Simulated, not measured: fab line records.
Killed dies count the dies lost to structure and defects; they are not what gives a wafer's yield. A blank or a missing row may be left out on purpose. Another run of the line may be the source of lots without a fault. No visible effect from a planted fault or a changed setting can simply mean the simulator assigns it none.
2 desks, one fault    flow rit cmos    what lay behind the numbers comes last; until then each desk has only its own

== FOR THE TOOL OWNER'S DESK: plasma asher-03 ==
The tool's own readings at RIT_PLDD_STRIP_09 (strips in O2, time 180 s): means of the sampled wafers that have a number, for each lot that ran on this tool. If a lot's mean is further than 4 standard deviations from the usual mean, the lot is out of limits and carries the mark OUT (the distance appears in the brackets).
Columns: A = chamber pressure mTorr at RIT_PLDD_STRIP_09, usual 4000 mTorr; B = drypump motor current A at RIT_PLDD_STRIP_09, usual 5.65 A
lot   first seen here  A     B
L792  day 2 23:55      4003  5.78
L793  day 3 07:00      4000  5.54
L794  day 3 10:43      4001  5.32
L795  day 3 13:45      4000  5.53
L797  day 4 08:35      4000  5.54
L814  day 7 20:26      3998  5.78
This desk's verdict: no lot among the 6 shows anything out of limits.

== FROM THE METROLOGY DESK ==
Means of the sampled wafers that have a number, per lot and without regard to the tool the lot ran on: this is what the gauges read. If a lot's mean is further than 4 standard deviations from the usual mean, the lot is out of limits and carries the mark OUT (the distance appears in the brackets).
Columns: A = PWELL_OVL at RIT_PWELL_OVL_MEAS_06, usual -0.1 nm
lot   first seen here  A
L792  day 2 00:44      -1.3
L793  day 2 07:59      -0.7
L794  day 2 11:37      -0.2
L795  day 2 14:33      0.2
L796  day 2 19:13      -0.8
L797  day 3 01:20      1.4
L805  day 4 16:16      -0.8
L806  day 4 23:45      1.1
L810  day 5 18:25      2.4
L812  day 6 04:22      -1.9
L813  day 6 08:38      0.4
L814  day 6 16:52      -0.9
L815  day 6 19:50      1.7
This desk's verdict: no lot among the 13 shows anything out of limits.

== TAKEN TOGETHER ==
Nothing out of limits was seen by the tool owner's desk.
Nothing out of limits was seen by the metrology desk.

== WHAT HAD BEEN PUT IN BY THE SIMULATOR ==
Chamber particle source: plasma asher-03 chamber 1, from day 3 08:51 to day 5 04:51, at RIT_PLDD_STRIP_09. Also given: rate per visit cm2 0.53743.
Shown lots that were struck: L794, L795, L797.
